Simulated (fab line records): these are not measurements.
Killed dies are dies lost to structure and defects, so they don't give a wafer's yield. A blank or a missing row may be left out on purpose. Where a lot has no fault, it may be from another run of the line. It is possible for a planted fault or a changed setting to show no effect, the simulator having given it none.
2 desks looking at one fault / flow berkeley_cmos170 / each desk has only its own numbers; what lay behind them comes last

## DESK OF THE TOOL OWNER: plasma_asher-01
The tool's own readings at UCB170_PVT_STRIP_08 (strips in O2): means of the sampled wafers that have a number, for each lot that ran on this tool. Marked OUT: a lot whose mean sits more than 4 standard deviations from the usual mean, which makes it out of limits; the brackets give that distance.
Columns: A = drypump_motor_current_A at UCB170_PVT_STRIP_08, usual 5.8 A; B = oes_product_au at UCB170_PVT_STRIP_08, usual 0.731 a.u.; C = strip_time_to_endpoint_s at UCB170_PVT_STRIP_08, usual 21.78 s
lot=L652; first seen here=day 7 00:06; A=5.8; B=0.732; C=21.90
lot=L649; first seen here=day 7 00:41; A=5.8; B=0.727; C=21.74
lot=L653; first seen here=day 7 19:25; A=5.8; B=0.731; C=21.71
lot=L659; first seen here=day 8 16:50; A=5.8; B=0.731; C=21.77
lot=L670; first seen here=day 11 05:58; A=5.5; B=0.734; C=21.76
Finding of this desk: none of the 5 lots has anything out of limits.

## FROM THE METROLOGY DESK
Lot by lot, what the gauges showed, no matter which tool ran the lot: averages of those sampled wafers that carry a number. Marked OUT: a lot whose mean sits more than 4 standard deviations from the usual mean, which makes it out of limits; the brackets give that distance.
Columns: A = WELLDRIVE_OXIDE_THK at UCB170_WELLDRIVE_THK_MEAS_02, usual 199 nm; B = cd_nm at UCB170_ACTIVE_CD_MEAS_13, usual 1200.1 nm; C = cd_nm at UCB170_V2_CD_MEAS_90, usual 700.2 nm
lot=L648; first seen here=day 3 18:48; A=201; B=1201.1; C=700.4
lot=L649; first seen here=day 4 00:53; A=198; B=1200.3; C=700.4
lot=L647; first seen here=day 4 00:55; A=203; B=1200.4; C=700.9
lot=L650; first seen here=day 4 14:22; A=201; B=1199.9; C=700.9
lot=L652; first seen here=day 4 14:26; A=201; B=1198.6; C=700.0
lot=L653; first seen here=day 5 03:34; A=203; B=1201.1; C=699.5
lot=L656; first seen here=day 5 16:55; A=197; B=1198.7; C=699.0
lot=L659; first seen here=day 6 03:25; A=195; B=1199.9; C=700.6
lot=L662; first seen here=day 6 23:22; A=203; B=1202.9; C=697.6
lot=L661; first seen here=day 6 23:23; A=198; B=1199.7; C=701.5
lot=L668; first seen here=day 8 01:47; A=204; B=1198.9; C=700.9
lot=L666; first seen here=day 8 01:52; A=203; B=1200.8; C=700.1
lot=L669; first seen here=day 8 16:50; A=195; B=1198.1; C=699.4
lot=L670; first seen here=day 8 16:50; A=200; B=1198.7; C=701.4
Finding of this desk: none of the 14 lots has anything out of limits.

## TAKEN TOGETHER
The desk of the tool owner found nothing out of limits.
Metrology desk: nothing out of limits seen.

## WHAT THE SIMULATOR HAD INSERTED
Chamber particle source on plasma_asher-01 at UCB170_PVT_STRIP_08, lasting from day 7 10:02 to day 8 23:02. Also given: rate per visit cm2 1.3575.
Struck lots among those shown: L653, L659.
